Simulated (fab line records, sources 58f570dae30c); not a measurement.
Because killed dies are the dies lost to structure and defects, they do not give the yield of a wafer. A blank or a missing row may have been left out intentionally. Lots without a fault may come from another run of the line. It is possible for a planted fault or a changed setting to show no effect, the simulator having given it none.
Check of tool commonality / flow berkeley_cmos170 / 11 lots, 33 wafers sampled

## REASON IT WAS OPENED
At UCB170_NLDD_TW_MEAS_11 the reading NLDD_TW is flagged on 4 of 11 lots. No-fault wafers: 2232, standard deviation 20.
Rule: flag the lot when none of its wafers has a number, or when each of its wafers that has one lies beyond 4 standard deviations from that mean. All remaining lots are regarded as sound.

lot=L861; measured=day 6 19:35; on=film_metro-04; NLDD_TW, wafer by wafer=2256 2242 2262; flag=
lot=L862; measured=day 6 19:47; on=film_metro-01; NLDD_TW, wafer by wafer=2205 2198 2211; flag=
lot=L863; measured=day 7 01:40; on=film_metro-04; NLDD_TW, wafer by wafer=2240 2247 2240; flag=
lot=L865; measured=day 7 13:04; on=film_metro-04; NLDD_TW, wafer by wafer=2232 2240 2243; flag=
lot=L867; measured=day 7 14:15; on=film_metro-04; NLDD_TW, wafer by wafer=2250 2246 2235; flag=
lot=L866; measured=day 7 14:22; on=film_metro-01; NLDD_TW, wafer by wafer=2204 2213 2206; flag=
lot=L864; measured=day 7 14:51; on=film_metro-02; NLDD_TW, wafer by wafer=2265 2254 2268; flag=
lot=L870; measured=day 7 21:07; on=film_metro-04; NLDD_TW, wafer by wafer=1948 1955 1942; flag=FLAGGED
lot=L868; measured=day 7 21:22; on=film_metro-01; NLDD_TW, wafer by wafer=1918 1923 1925; flag=FLAGGED
lot=L869; measured=day 7 21:37; on=film_metro-04; NLDD_TW, wafer by wafer=1951 1941 1937; flag=FLAGGED
lot=L871; measured=day 8 11:28; on=film_metro-01; NLDD_TW, wafer by wafer=1927 1919 1923; flag=FLAGGED
Average over the flagged lots: 1934; offset from the usual -298, equal to -15 standard deviations.

## TOOL THAT RAN EACH LOT
2 process steps preceding the reading are held in the record, out of 331 steps in the route. Each cell gives the tool, then ch followed by the chambers the sampled wafers passed through, then the start.
lot=L861; flag=; UCB170_NVT_STRIP_08=plasma_asher-02 ch 0,1, day 6 00:05; UCB170_NLDD_IMPLANT_08=implanter-04 ch 0, day 6 19:12
lot=L862; flag=; UCB170_NVT_STRIP_08=plasma_asher-01 ch 0, day 5 23:45; UCB170_NLDD_IMPLANT_08=implanter-02 ch 0, day 6 19:23
lot=L863; flag=; UCB170_NVT_STRIP_08=plasma_asher-01 ch 0,1, day 6 09:38; UCB170_NLDD_IMPLANT_08=implanter-01 ch 0, day 7 01:16
lot=L865; flag=; UCB170_NVT_STRIP_08=plasma_asher-02 ch 1, day 6 20:29; UCB170_NLDD_IMPLANT_08=implanter-01 ch 0, day 7 12:40
lot=L867; flag=; UCB170_NVT_STRIP_08=plasma_asher-02 ch 0,1, day 6 20:59; UCB170_NLDD_IMPLANT_08=implanter-04 ch 0, day 7 13:52
lot=L866; flag=; UCB170_NVT_STRIP_08=plasma_asher-01 ch 0,1, day 6 20:22; UCB170_NLDD_IMPLANT_08=implanter-02 ch 0, day 7 13:58
lot=L864; flag=; UCB170_NVT_STRIP_08=plasma_asher-01 ch 0,1, day 6 20:43; UCB170_NLDD_IMPLANT_08=implanter-04 ch 0, day 7 14:28
lot=L870; flag=FLAGGED; UCB170_NVT_STRIP_08=plasma_asher-02 ch 0,1, day 7 02:17; UCB170_NLDD_IMPLANT_08=implanter-04 ch 0, day 7 20:43
lot=L868; flag=FLAGGED; UCB170_NVT_STRIP_08=plasma_asher-01 ch 1, day 7 02:21; UCB170_NLDD_IMPLANT_08=implanter-01 ch 0, day 7 20:58
lot=L869; flag=FLAGGED; UCB170_NVT_STRIP_08=plasma_asher-01 ch 0,1, day 7 02:05; UCB170_NLDD_IMPLANT_08=implanter-02 ch 0, day 7 21:13
lot=L871; flag=FLAGGED; UCB170_NVT_STRIP_08=plasma_asher-01 ch 1, day 7 14:41; UCB170_NLDD_IMPLANT_08=implanter-01 ch 0, day 8 11:04
What the steps here do:
- UCB170_NVT_STRIP_08: strips in O2.
- UCB170_NLDD_IMPLANT_08
- UCB170_NLDD_TW_MEAS_11

## FLAGGED OVER TOTAL, TOOL BY TOOL (the gauges that took the reading come last)
step=UCB170_NVT_STRIP_08; tool=plasma_asher-01; lots run=7; flagged=3; share of the flagged lots=some; sound lots run after its first flagged lot=0
step=UCB170_NVT_STRIP_08; tool=plasma_asher-02; lots run=4; flagged=1; share of the flagged lots=some; sound lots run after its first flagged lot=0
step=UCB170_NLDD_IMPLANT_08; tool=implanter-01; lots run=4; flagged=2; share of the flagged lots=some; sound lots run after its first flagged lot=0
step=UCB170_NLDD_IMPLANT_08; tool=implanter-02; lots run=3; flagged=1; share of the flagged lots=some; sound lots run after its first flagged lot=0
step=UCB170_NLDD_IMPLANT_08; tool=implanter-04; lots run=4; flagged=1; share of the flagged lots=some; sound lots run after its first flagged lot=0
step=UCB170_NLDD_TW_MEAS_11; tool=film_metro-01; lots run=4; flagged=2; share of the flagged lots=some; sound lots run after its first flagged lot=0
step=UCB170_NLDD_TW_MEAS_11; tool=film_metro-02; lots run=1; flagged=0; share of the flagged lots=none; sound lots run after its first flagged lot=-
step=UCB170_NLDD_TW_MEAS_11; tool=film_metro-04; lots run=6; flagged=2; share of the flagged lots=some; sound lots run after its first flagged lot=0

## WHAT THE TABLE PERMITS
No row of the table ran every flagged lot.

## WHAT THE SIMULATOR PUT IN
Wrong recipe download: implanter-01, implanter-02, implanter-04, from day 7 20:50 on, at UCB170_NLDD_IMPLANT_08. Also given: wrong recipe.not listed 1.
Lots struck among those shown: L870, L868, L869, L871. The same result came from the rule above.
